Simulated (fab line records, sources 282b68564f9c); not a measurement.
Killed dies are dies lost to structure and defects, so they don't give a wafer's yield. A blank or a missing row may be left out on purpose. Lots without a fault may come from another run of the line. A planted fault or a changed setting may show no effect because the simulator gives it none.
fab line records | flow rit_cmos
record lots=6 wafers=18 last_day=8
route steps=202 shown PSD@144 SDANNEAL@153 NSD@158 PLDD@159 NLDD@160 SILICIDE@161 M1@202
lots that met no fault: from a run of the same line without faults
start_h: hours from the record's first day to the start of the lot's first wafer shown | wait_h: hours since the lot's step before | " the same as in the row above | L1.1+2: a row that stands for several wafers | - no value, or no start given | * or withheld: withheld | < > ~ a bound
route shown NAME@n: a module of which the file shows steps, and the number in the route of the first | usual: mean/standard deviation of fault-free wafers | same: alike in all rows | chamber/n: place in a boat | sites: the reading at each site | _std_site: their standard deviation | _edge_site: outer sites' mean less inner sites' | radius_mm: how far each site lies from the wafer's centre | mask NAME#n: copy n | behind: the tool/chamber that last shaped the wafer | hold: why the lot was held/for how many hours/how that ended | device: the transistor (n, p or np) that didn't switch | end of line: the same wafers' tests at the end of the route | a step without rows: its recipe alone | killed: dies lost to structure and defects at the first sort, not the wafer's yield | map: a wafer's dies, x killed, . not, _ none there
set.NAME: the setting as run; set.NAME@STEP: as run at that earlier step | model.NAME: the simulator's own value behind a step, which no gauge read
lots at some steps of the route; a table a step, a row a wafer
services: from which hour (start_h, from the record's first day; less than 0 if before it) a tool's chamber was out of use, for how many hours, and why
## steps
# step RIT_PSD_SOFTBAKE_02
# recipe resist=NOVOLAK temp_c=90 time_s=60
# step RIT_PSD_EXPOSE_03
# recipe mask_id=M10 na=0.57 target_cd_nm=40900 dose_mj=250
# step RIT_PSD_PEB_04
# recipe resist=NOVOLAK temp_c=withheld time_s=withheld
# step RIT_PSD_DEVELOP_05
# recipe resist=NOVOLAK develop_time_s=50 dev_temp_c=23
# step RIT_PSD_OVL_MEAS_06
# usual PSD_OVL=0.5/1.4
# columns lot.wafer tool chamber start_h wait_h PSD_OVL[nm]
L240.3 overlay-01 - 59.83 - 1.7
L240.4 " - " " 1.7
L240.5 " - " " 0.9
L241.1 overlay-01 - 65.10 - 1.1
L241.4 " - " " 1.3
L241.6 " - " " 1.9
L242.2 overlay-01 - 71.98 - 0.6
L242.3 " - " " 1.5
L242.5 " - " " 0.0
L244.1 overlay-02 - 77.38 - 2.0
L244.3 " - " " 0.8
L244.4 " - " " -0.3
L259.1 overlay-02 - 162.37 - 0.9
L259.3 " - " " -2.5
L259.5 " - " " 0.4
L261.1 overlay-01 - 175.80 - -0.3
L261.2 " - " " -4.2
L261.5 " - " " -2.4
# step RIT_PSD_HARDBAKE_07
# recipe resist=NOVOLAK temp_c=140 time_s=60
# step RIT_PSD_IMPLANT_08
# recipe species=BF2 energy_kev=27 dose_cm2=5e+15 tilt_deg=7
# step RIT_PSD_STRIP_09
# recipe chemistry=O2 time_s=180 resist=NOVOLAK platen_temp_c=withheld power_w=500 pressure_mtorr=4000 o2_flow_sccm=4000
# usual drypump_motor_current_A=5.8/0.51 rf_refl_power_W=7.9/0.89
# columns lot.wafer tool chamber start_h wait_h drypump_motor_current_A rf_hours_counter_h rf_refl_power_W
L240.3 plasma_asher-01 1 60.21 0.1 5.2 - 9.7
L240.4 " 0 " " 5.3 - 6.7
L240.5 " 1 " " 5.2 - 9.6
L241.1 plasma_asher-01 0 65.44 0.1 5.3 37 6.6
L241.4 " 1 " " 5.2 - 9.5
L241.6 " 0 " " 5.3 - 6.6
L242.2 plasma_asher-03 1 72.33 0.1 5.7 29 7.4
L242.3 " 0 " " 6.5 - 8.7
L242.5 " 0 " " 6.5 - 8.9
L244.1 plasma_asher-04 0 77.80 0.1 5.6 44 8.1
L244.3 " 1 " " 6.3 - 7.7
L244.4 " 0 " " 5.6 - 8.1
L259.1 plasma_asher-04 1 162.77 0.1 6.3 53 8.1
L259.3 " 0 " " 5.6 - 7.8
L259.5 " 1 " " 6.3 - 7.7
L261.1 plasma_asher-03 1 176.14 0.1 5.7 40 7.5
L261.2 " 0 " " 6.5 40 8.4
L261.5 " 1 " " 5.7 - 7.4
# step RIT_PSD_TW_MEAS_10
# usual PSD_TW=3415/18
# columns lot.wafer tool chamber start_h wait_h PSD_TW
L240.3 film_metro-03 - 60.35 0.1 3405
L240.4 " - " " 3417
L240.5 " - " " 3412
L241.1 film_metro-03 - 65.61 0.1 3398
L241.4 " - " " 3396
L241.6 " - " " 3386
L242.2 film_metro-01 - 72.51 0.1 3429
L242.3 " - " " 3421
L242.5 " - " " 3433
L244.1 film_metro-01 - 77.97 0.1 3410
L244.3 " - " " 3417
L244.4 " - " " 3422
L259.1 film_metro-02 - 162.95 0.1 3412
L259.3 " - " " 3420
L259.5 " - " " 3417
L261.1 film_metro-03 - 176.31 0.1 3406
L261.2 " - " " 3405
L261.5 " - " " 3406
# step RIT_SDANNEAL_CLEAN_00
# recipe chemistry=SC1 mix=3:3:50 time_s=600 temp_c=75
# step RIT_SDANNEAL_CLEAN_01
# recipe chemistry=dHF dilution=50:1 time_s=30
# step RIT_SDANNEAL_CLEAN_02
# recipe chemistry=SC2 mix=3:3:50 time_s=612.6 temp_c=75 dry=n2_spin
# step RIT_SDANNEAL_RTA_03
# recipe temp_c=1050 time_s=5 idle_temp_c=600 ramp_up_c_per_s=342 ramp_down_c_per_s=171 cool_to_c=600 ambient=N2
# usual wafer_temp_C_max=1053.7/1.2
# columns lot.wafer tool chamber start_h wait_h wafer_temp_C_max
L240.3 rtp_anneal-02 0 60.88 0.0 1052.5
L240.4 " 0 " " 1051.8
L240.5 " 0 " " 1053.3
L241.1 rtp_anneal-01 0 66.07 0.0 1053.0
L241.4 " 0 " " 1053.5
L241.6 " 0 " " 1053.1
L242.2 rtp_anneal-02 0 73.13 0.0 1055.2
L242.3 " 0 " " 1056.4
L242.5 " 0 " " 1053.7
L244.1 rtp_anneal-02 0 78.42 0.0 1055.6
L244.3 " 0 " " 1052.3
L244.4 " 0 " " 1054.7
L259.1 rtp_anneal-01 0 163.55 0.0 1053.0
L259.3 " 0 " " 1052.7
L259.5 " 0 " " 1054.9
L261.1 rtp_anneal-01 0 176.76 0.0 1054.6
L261.2 " 0 " " 1052.9
L261.5 " 0 " " 1053.4
# step RIT_SDANNEAL_RS_MEAS_04
# recipe thk_meas_gauge=four-point-probe
# usual PSD_RS=115.92/0.26
# columns lot.wafer tool chamber start_h wait_h PSD_RS[ohm/sq]
L240.3 film_metro-03 - 60.96 0.1 116.27
L240.4 " - " " 116.54
L240.5 " - " " 116.18
L241.1 film_metro-02 - 66.13 0.0 116.02
L241.4 " - " " 116.12
L241.6 " - " " 115.86
L242.2 film_metro-02 - 73.20 0.1 115.99
L242.3 " - " " 115.66
L242.5 " - " " 116.11
L244.1 film_metro-02 - 78.48 0.0 116.00
L244.3 " - " " 115.74
L244.4 " - " " 115.94
L259.1 film_metro-03 - 163.61 0.0 97.91
L259.3 " - " " 97.53
L259.5 " - " " 98.06
L261.1 film_metro-02 - 176.82 0.0 97.25
L261.2 " - " " 97.47
L261.5 " - " " 97.73
# step RIT_SDANNEAL_RS_MEAS_05
# recipe thk_meas_gauge=four-point-probe
# usual NSD_RS=84.47/0.26
# columns lot.wafer tool chamber start_h wait_h NSD_RS[ohm/sq]
L240.3 film_metro-03 - 61.08 0.1 84.40
L240.4 " - " " 84.38
L240.5 " - " " 84.31
L241.1 film_metro-02 - 66.25 0.1 84.72
L241.4 " - " " 84.39
L241.6 " - " " 84.51
L242.2 film_metro-02 - 73.32 0.1 84.86
L242.3 " - " " 84.62
L242.5 " - " " 84.78
L244.1 film_metro-02 - 78.60 0.1 84.00
L244.3 " - " " 83.90
L244.4 " - " " 83.99
L259.1 film_metro-03 - 163.73 0.1 81.25
L259.3 " - " " 81.54
L259.5 " - " " 81.52
L261.1 film_metro-02 - 176.94 0.1 81.24
L261.2 " - " " 80.87
L261.5 " - " " 81.05
# step RIT_SDANNEAL_RS_MEAS_06
# recipe thk_meas_gauge=four-point-probe
# usual PLDD_RS=176.9/0.5
# columns lot.wafer tool chamber start_h wait_h PLDD_RS[ohm/sq]
L240.3 film_metro-03 - 61.20 0.1 177.8
L240.4 " - " " 177.7
L240.5 " - " " 178.2
L241.1 film_metro-02 - 66.37 0.1 177.5
L241.4 " - " " 177.3
L241.6 " - " " 177.2
L242.2 film_metro-02 - 73.44 0.1 177.5
L242.3 " - " " 177.4
L242.5 " - " " 177.2
L244.1 film_metro-02 - 78.72 0.1 176.3
L244.3 " - " " 176.5
L244.4 " - " " 176.8
L259.1 film_metro-03 - 163.85 0.1 159.5
L259.3 " - " " 159.8
L259.5 " - " " 160.4
L261.1 film_metro-02 - 177.06 0.1 160.6
L261.2 " - " " 160.3
L261.5 " - " " 160.6
# step RIT_SDANNEAL_RS_MEAS_07
# recipe thk_meas_gauge=four-point-probe
# usual NLDD_RS=151.5/0.5
# columns lot.wafer tool chamber start_h wait_h NLDD_RS[ohm/sq]
L240.3 film_metro-03 - 61.32 0.1 151.7
L240.4 " - " " 152.1
L240.5 " - " " 152.1
L241.1 film_metro-02 - 66.49 0.1 151.5
L241.4 " - " " 151.7
L241.6 " - " " 150.6
L242.2 film_metro-02 - 73.56 0.1 150.8
L242.3 " - " " 151.0
L242.5 " - " " 151.0
L244.1 film_metro-02 - 78.84 0.1 150.9
L244.3 " - " " 150.6
L244.4 " - " " 151.4
L259.1 film_metro-03 - 163.97 0.1 149.7
L259.3 " - " " 149.2
L259.5 " - " " 149.7
L261.1 film_metro-02 - 177.18 0.1 148.2
L261.2 " - " " 148.2
L261.5 " - " " 148.2
# step RIT_SILICIDE_WET_ETCH_00
# recipe chemistry=BOE target=SiO2 target_depth_nm=14 time_s=15 dry=n2_spin dilution=10:1 temp_c=21.5
# step RIT_M1_PROBE_99
# usual killed_at_contacts=0.1/0.31 killed_at_front_end=6.3/3 killed_dies=6.4/3 killed_open=3/1.9 killed_short=3.4/1.9
# same gross_dies=264 killed_at_M0_to_M3=0 killed_at_M4_up=0 killed_at_back_side=0 killed_at_other=0
# columns lot.wafer tool chamber start_h wait_h killed_at_contacts killed_at_front_end killed_dies killed_open killed_short
L240.3 prober-01 - 68.54 0.2 0 2 2 1 1
L240.4 prober-01 - 68.59 0.2 0 5 5 3 2
L240.5 prober-01 - 68.64 0.2 0 7 7 3 4
L241.1 prober-02 - 73.55 0.1 0 7 7 5 2
L241.4 prober-02 - 73.70 0.2 0 13 13 9 4
L241.6 prober-02 - 73.80 0.2 0 1 1 0 1
L242.2 prober-01 - 80.69 0.1 0 6 6 2 4
L242.3 prober-01 - 80.74 0.2 0 5 5 2 2
L242.5 prober-01 - 80.84 0.2 1 8 9 4 3
L244.1 prober-01 - 85.93 0.1 0 0 0 0 0
L244.3 prober-01 - 86.03 0.2 0 5 5 2 3
L244.4 prober-01 - 86.08 0.2 0 3 3 0 3
L259.1 prober-02 - 170.99 0.1 0 11 11 6 5
L259.3 prober-02 - 171.09 0.2 0 9 9 6 3
L259.5 prober-02 - 171.19 0.2 0 5 5 1 4
L261.1 prober-02 - 186.43 0.1 0 8 8 2 6
L261.2 prober-02 - 186.48 0.1 0 5 5 1 4
L261.5 prober-02 - 186.63 0.2 0 6 6 1 5
# killed by level:class
L240.3 FOX2:geometric_particle:open=1 SPACER:geometric_particle:short=1
L240.4 FOX1:geometric_particle:open=2 FOX1:geometric_particle:short=1 SPACER:geometric_particle:open=1 SILICIDE:geometric_particle:short=1
L240.5 FOX1:geometric_particle:short=2 FOX1:geometric_particle:open=1 FOX2:geometric_particle:short=1 FOX2:geometric_particle:open=1 GATE:geometric_particle:open=1 SPACER:geometric_particle:short=1
L241.1 REOX:geometric_particle:open=3 GATE:geometric_particle:open=2 GATE:geometric_particle:short=1 REOX:geometric_particle:short=1
L241.4 FOX1:geometric_particle:open=2 GATE:geometric_particle:open=2 GATE:geometric_particle:short=2 REOX:geometric_particle:open=2 SPACER:geometric_particle:open=2 REOX:geometric_particle:short=1 SILICIDE:geometric_particle:open=1 SILICIDE:geometric_particle:short=1
L241.6 FOX2:geometric_particle:short=1
L242.2 GATE:geometric_particle:short=2 GATE:geometric_particle:open=2 SPACER:geometric_particle:short=2
L242.3 FOX2:geometric_particle:open=1 REOX:geometric_particle:short=1 SPACER:geometric_particle:open=1 SPACER:geometric_particle:short=1 PRETRO:coat_microbubble_printed=1
L242.5 GATE:geometric_particle:open=3 PRETRO:coat_microbubble_printed=2 FOX2:geometric_particle:short=1 REOX:geometric_particle:open=1 REOX:geometric_particle:short=1 CONTACT:geometric_particle:short=1
L244.1
L244.3 GATE:geometric_particle:short=3 GATE:geometric_particle:open=2
L244.4 GATE:geometric_particle:short=2 REOX:geometric_particle:short=1
L259.1 SPACER:geometric_particle:open=3 FOX2:geometric_particle:short=2 REOX:geometric_particle:open=2 SPACER:geometric_particle:short=2 GATE:geometric_particle:short=1 SILICIDE:geometric_particle:open=1
L259.3 SPACER:geometric_particle:open=3 GATE:geometric_particle:short=1 GATE:geometric_particle:open=1 REOX:geometric_particle:short=1 REOX:geometric_particle:open=1 SPACER:geometric_particle:short=1 SILICIDE:geometric_particle:open=1
L259.5 GATE:geometric_particle:short=3 GATE:geometric_particle:open=1 REOX:geometric_particle:short=1
L261.1 REOX:geometric_particle:short=4 REOX:geometric_particle:open=2 GATE:geometric_particle:short=1 SILICIDE:geometric_particle:short=1
L261.2 SPACER:geometric_particle:short=2 ACTIVE:geometric_particle:short=1 REOX:geometric_particle:open=1 SILICIDE:geometric_particle:short=1
L261.5 REOX:geometric_particle:short=2 SILICIDE:geometric_particle:short=2 GATE:geometric_particle:short=1 REOX:geometric_particle:open=1
## services
# columns tool chamber start_h hours kind
plasma_asher-04 - 57.82 14.6 pm
plasma_asher-04 - 74.78 2.2 repair
plasma_asher-01 - 98.54 2.8 pm
plasma_asher-01 - 108.75 9.0 pm
plasma_asher-01 0 108.75 9.5 vent_cycle
plasma_asher-01 1 108.75 9.5 vent_cycle
plasma_asher-01 - 109.09 9.1 repair
plasma_asher-04 - 114.19 2.8 repair
plasma_asher-01 0 117.75 - clean
plasma_asher-01 1 117.75 - clean
plasma_asher-04 - 129.31 4.3 pm
## key
first_sign step=RIT_SDANNEAL_RS_MEAS_04 reading=PSD_RS direction=down sigmas=69 usual=115.92 struck=97.66
effect step=RIT_SDANNEAL_RS_MEAS_05 reading=NSD_RS direction=down sigmas=12 usual=84.47 struck=81.25
effect step=RIT_SDANNEAL_RS_MEAS_06 reading=PLDD_RS direction=down sigmas=33 usual=176.9 struck=160.2
effect step=RIT_SDANNEAL_RS_MEAS_07 reading=NLDD_RS direction=down sigmas=5.4 usual=151.5 struck=148.9
met_at RIT_SDANNEAL_RTA_03
struck_wafers L259.1,L259.3,L259.5,L261.1,L261.2,L261.5
tester_left_out L259,L261
onset_between 66.07 163.55
also_fits time
fault kind=process_parameter_drift tool=rtp_anneal-01 chamber=- onset_h=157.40 steps=RIT_SDANNEAL_RTA_03 channel=time_s offset=* shape=step end_h=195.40 acts_in=* stated=*
# tester_left_out: of these lots the tester's yield and bins aren't shown, on N5 and GAA mostly nor the transistor test; their killed dies are dies lost to structure and defects alone, not to doping, threshold or leakage, so they don't give the yield
